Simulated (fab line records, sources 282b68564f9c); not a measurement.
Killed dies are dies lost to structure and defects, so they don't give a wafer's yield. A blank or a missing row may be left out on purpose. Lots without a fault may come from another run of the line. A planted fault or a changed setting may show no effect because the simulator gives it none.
Split-lot experiment | flow rit_cmos | 5 lots, 27 wafers read, on a route of 202 steps

THE SPLIT
At RIT_SPACER_ETCHBACK_05 (etches Si3N4 in SF6/CHF3, stops on SiO2, target depth 250 nm, time 240 s), the setting time_s was moved away from the recipe's 240 s on 6 of the 27 wafers read, by -45.0% to -26.5%. The other wafers ran this setting at the recipe's value.

The reading is taken at the split's own step.

THE READING
oes_product_au, in a.u., at RIT_SPACER_ETCHBACK_05 (etches Si3N4 in SF6/CHF3, stops on SiO2, target depth 250 nm, time 240 s). Fault-free wafers of this fab line usually give 0.848 a.u., standard deviation 0.017 a.u..

wafer  | tool, chamber at the split | time_s as run, s | against the recipe | oes_product_au, a.u. | against lot-mates on the recipe
L075.1 | rie_diel-02, 2             | 240              | recipe             | 0.851                | -
L075.2 | rie_diel-02, 1             | 131.9            | -45.0%             | 1.024                | +0.173
L075.3 | rie_diel-02, 0             | 240              | recipe             | 0.854                | -
L075.4 | rie_diel-02, 3             | 131.9            | -45.0%             | 1.008                | +0.157
L075.5 | rie_diel-02, 0             | 240              | recipe             | 0.849                | -
L075.6 | rie_diel-02, 1             | 131.9            | -45.0%             | 1.013                | +0.162
L077.1 | rie_diel-04, 3             | 176.3            | -26.5%             | 1.050                | +0.207
L077.2 | rie_diel-04, 1             | 240              | recipe             | 0.826                | -
L077.3 | rie_diel-04, 2             | 240              | recipe             | 0.824                | -
L077.4 | rie_diel-04, 0             | 176.3            | -26.5%             | 1.020                | +0.177
L077.5 | rie_diel-04, 2             | 176.3            | -26.5%             | 0.994                | +0.151
L077.6 | rie_diel-04, 3             | 240              | recipe             | 0.879                | -
L078.1 | rie_diel-01, 2             | 240              | recipe             | 0.825                | -
L078.2 | rie_diel-01, 3             | 240              | recipe             | 0.859                | -
L078.3 | rie_diel-01, 1             | 240              | recipe             | 0.850                | -
L078.4 | rie_diel-01, 0             | 240              | recipe             | 0.829                | -
L078.5 | rie_diel-01, 3             | 240              | recipe             | 0.856                | -
L078.6 | rie_diel-01, 0             | 240              | recipe             | 0.835                | -
L080.4 | rie_diel-02, 2             | 240              | recipe             | 0.864                | -
L080.5 | rie_diel-02, 0             | 240              | recipe             | 0.855                | -
L080.6 | rie_diel-02, 1             | 240              | recipe             | 0.861                | -
L084.1 | rie_diel-04, 2             | 240              | recipe             | 0.824                | -
L084.2 | rie_diel-04, 3             | 240              | recipe             | 0.869                | -
L084.3 | rie_diel-04, 1             | 240              | recipe             | 0.821                | -
L084.4 | rie_diel-04, 0             | 240              | recipe             | 0.855                | -
L084.5 | rie_diel-04, 1             | 240              | recipe             | 0.827                | -
L084.6 | rie_diel-04, 0             | 240              | recipe             | 0.855                | -

THE FIT
A straight line over all 27 wafers: oes_product_au changes by -0.0044 a.u. for each +1% of time_s; r = -0.93; the points scatter about the line by 0.028 a.u..
The same after taking each lot's own level away (the mean of its wafers on the recipe; 27 wafers): -0.00434 a.u. for each +1%; r = -0.92; scatter 0.029 a.u..
On that fit, the largest move of time_s shifts the reading by 0.2 a.u..
The lots' own levels span 0.8418 to 0.8600 a.u., that is 1.1 times the standard deviation above.
So the lot-to-lot level changes the slope little: the two slopes agree.
Check: with one of the wafers moved furthest among these (-45.0%) left out of the fit, the line predicts +0.208 a.u. for it against its lot-mates. It came out at +0.173 a.u. against them.
Tool readings at the split's step, against how far the setting was moved: oes_product_au r = -0.93.

OTHER SPLITS ON THESE WAFERS
These wafers also went through other splits before the reading. Each is held against what the fit with the lots' levels taken away leaves over:
other split on the same wafers  | wafers away from the commonest value | r with oes_product_au (lot level and that fit taken away)
RIT_FOX1_OXIDATION_00 ox_time_s | 18                                   | +0.11

THE WHOLE CHAIN: every reading that the file lists as answering this split, in the file's order
step                   | what it does                                                             | reading                                                                           | change (the file's fit)                   | r (the file's)
RIT_SPACER_ETCHBACK_05 | etches Si3N4 in SF6/CHF3, stops on SiO2, target depth 250 nm, time 240 s | oes_product_au                                                                    | -0.00443 a.u. for each +1% of the setting | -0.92
RIT_SPACER_ETCHBACK_05 | etches Si3N4 in SF6/CHF3, stops on SiO2, target depth 250 nm, time 240 s | etch.depth_nm (the simulator's own value, which no gauge read)                    | +1.5 nm for each +1% of the setting       | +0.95
RIT_SPACER_ETCHBACK_05 | etches Si3N4 in SF6/CHF3, stops on SiO2, target depth 250 nm, time 240 s | poly-Si_of_GATE_CVD_08.thk_nm (the simulator's own value, which no gauge read)    | -0.651 nm for each +1% of the setting     | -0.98
RIT_SPACER_ETCHBACK_05 | etches Si3N4 in SF6/CHF3, stops on SiO2, target depth 250 nm, time 240 s | SiO2_of_FOX2_OXIDATION_00.thk_nm (the simulator's own value, which no gauge read) | -0.541 nm for each +1% of the setting     | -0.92
RIT_SDANNEAL_CLEAN_00  | cleans in SC1, time 600 s                                                | Si3N4_of_SPACER_CVD_03.thk_nm (the simulator's own value, which no gauge read)    | -0.534 nm for each +1% of the setting     | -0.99

THE FILE'S OWN FIT
oes_product_au changes by -0.00443 a.u. for each +1% of time_s, r = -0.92.
